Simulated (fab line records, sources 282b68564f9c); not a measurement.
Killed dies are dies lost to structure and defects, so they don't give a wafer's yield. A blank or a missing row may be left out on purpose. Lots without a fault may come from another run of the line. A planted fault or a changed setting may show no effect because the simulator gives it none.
Split-lot experiment | flow rit_cmos | 5 lots, 23 wafers read, on a route of 202 steps

THE SPLIT
At RIT_FOX2_OXIDATION_00 (target thk 350.7 nm, ox time 1130 s), the setting temp_c was moved away from the recipe's 1100 C on 20 of the 23 wafers read, by -2.9% to +2.5%. The other wafers ran this setting at the recipe's value.

FROM THE SPLIT TO THE READING: what the file shows between them, 26 steps
- RIT_FOX2_THK_MEAS_01
- RIT_FOX2_CLEAN_02: cleans in dHF, time 180 s
- RIT_FOX2_WET_ETCH_03: etches Si3N4 in H3PO4, target depth 195 nm, time 2700 s
- RIT_FOX2_THK_MEAS_90
- RIT_NWELL_COAT_01: resist thk 1300 nm (also split here: spin_rpm)
- RIT_NWELL_SOFTBAKE_02: time 60 s
- RIT_NWELL_EXPOSE_03: exposes mask M2, target cd 43900 nm
- RIT_NWELL_DEVELOP_05: develop time 68 s
- RIT_NWELL_HARDBAKE_07: time 120 s
- RIT_NWELL_IMPLANT_08 (also split here: energy_kev)
- RIT_PWELL_IMPLANT_08 (also split here: energy_kev)
- RIT_NRETRO_COAT_01: resist thk 1300 nm (also split here: resist_thk_nm)
- RIT_NRETRO_SOFTBAKE_02: time 60 s
- RIT_NRETRO_EXPOSE_03: exposes mask M4, target cd 43900 nm
- RIT_NRETRO_DEVELOP_05: develop time 68 s
- RIT_NRETRO_HARDBAKE_07: time 120 s
- RIT_NRETRO_IMPLANT_08 (also split here: energy_kev)
- RIT_PRETRO_COAT_01: resist thk 1300 nm (also split here: resist_thk_nm)
- RIT_PRETRO_SOFTBAKE_02: time 60 s
- RIT_PRETRO_EXPOSE_03: exposes mask M5, target cd 43700 nm
- RIT_PRETRO_DEVELOP_05: develop time 68 s
- RIT_PRETRO_HARDBAKE_07: time 120 s
- RIT_PRETRO_IMPLANT_08
- RIT_PRETRO_STRIP_09: strips in O2, time 180 s
- RIT_GATE_CLEAN_03: cleans in SC2, time 600 s
- RIT_GATE_CLEAN_04: cleans in dHF, time 60 s

THE READING
FIELD_OXIDE_LEFT_2_THK, in nm, at RIT_FOX2_THK_MEAS_91. Fault-free wafers of this fab line usually give 253 nm, standard deviation 7.6 nm.

wafer  | tool, chamber at the split | temp_c as run, C | against the recipe | FIELD_OXIDE_LEFT_2_THK, nm | against lot-mates on the recipe
L075.1 | -, -                       | 1068             | -2.9%              | 196                        | no lot-mate on the recipe
L075.2 | -, -                       | 1068             | -2.9%              | 192                        | no lot-mate on the recipe
L075.3 | -, -                       | 1068             | -2.9%              | 194                        | no lot-mate on the recipe
L075.5 | -, -                       | 1068             | -2.9%              | 202                        | no lot-mate on the recipe
L075.6 | -, -                       | 1068             | -2.9%              | 196                        | no lot-mate on the recipe
L076.1 | furnace-04, 0              | 1100             | recipe             | 237                        | -
L076.3 | furnace-04, 0              | 1100             | recipe             | 241                        | -
L076.6 | furnace-04, 0              | 1100             | recipe             | 239                        | -
L077.1 | -, -                       | 1127             | +2.5%              | 297                        | no lot-mate on the recipe
L077.3 | -, -                       | 1127             | +2.5%              | 299                        | no lot-mate on the recipe
L077.4 | -, -                       | 1127             | +2.5%              | 293                        | no lot-mate on the recipe
L077.5 | -, -                       | 1127             | +2.5%              | 297                        | no lot-mate on the recipe
L077.6 | -, -                       | 1127             | +2.5%              | 297                        | no lot-mate on the recipe
L080.1 | -, -                       | 1085             | -1.4%              | 227                        | no lot-mate on the recipe
L080.2 | -, -                       | 1085             | -1.4%              | 226                        | no lot-mate on the recipe
L080.3 | -, -                       | 1085             | -1.4%              | 227                        | no lot-mate on the recipe
L080.4 | -, -                       | 1085             | -1.4%              | 228                        | no lot-mate on the recipe
L080.6 | -, -                       | 1085             | -1.4%              | 227                        | no lot-mate on the recipe
L084.1 | -, -                       | 1084             | -1.5%              | 219                        | no lot-mate on the recipe
L084.2 | -, -                       | 1084             | -1.5%              | 222                        | no lot-mate on the recipe
L084.4 | -, -                       | 1084             | -1.5%              | 225                        | no lot-mate on the recipe
L084.5 | -, -                       | 1084             | -1.5%              | 220                        | no lot-mate on the recipe
L084.6 | -, -                       | 1084             | -1.5%              | 219                        | no lot-mate on the recipe

THE FIT
A straight line over all 23 wafers: FIELD_OXIDE_LEFT_2_THK changes by +18.5 nm for each +1% of temp_c; r = +0.99; the points scatter about the line by 4.9 nm.
Too few moved wafers have a lot-mate on the recipe to fit a line with each lot's own level taken away.

THE WHOLE CHAIN: every reading that the file lists as answering this split, in the file's order
step                  | what it does                        | reading                                                                           | change (the file's fit)              | r (the file's)
RIT_FOX2_OXIDATION_00 | target thk 350.7 nm, ox time 1130 s | SiO2_of_FOX2_OXIDATION_00.thk_nm (the simulator's own value, which no gauge read) | +18.4 nm for each +1% of the setting | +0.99
RIT_FOX2_THK_MEAS_01  |                                     | FOX2_OXIDE_THK                                                                    | +18.4 for each +1% of the setting    | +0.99
RIT_FOX2_THK_MEAS_90  |                                     | FIELD_OXIDE_LEFT_1_THK                                                            | +18.4 for each +1% of the setting    | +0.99
RIT_FOX2_THK_MEAS_91  |                                     | FIELD_OXIDE_LEFT_2_THK                                                            | +18.4 for each +1% of the setting    | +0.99

THE FILE'S OWN FIT
FIELD_OXIDE_LEFT_2_THK changes by +18.4 nm for each +1% of temp_c, r = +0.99.
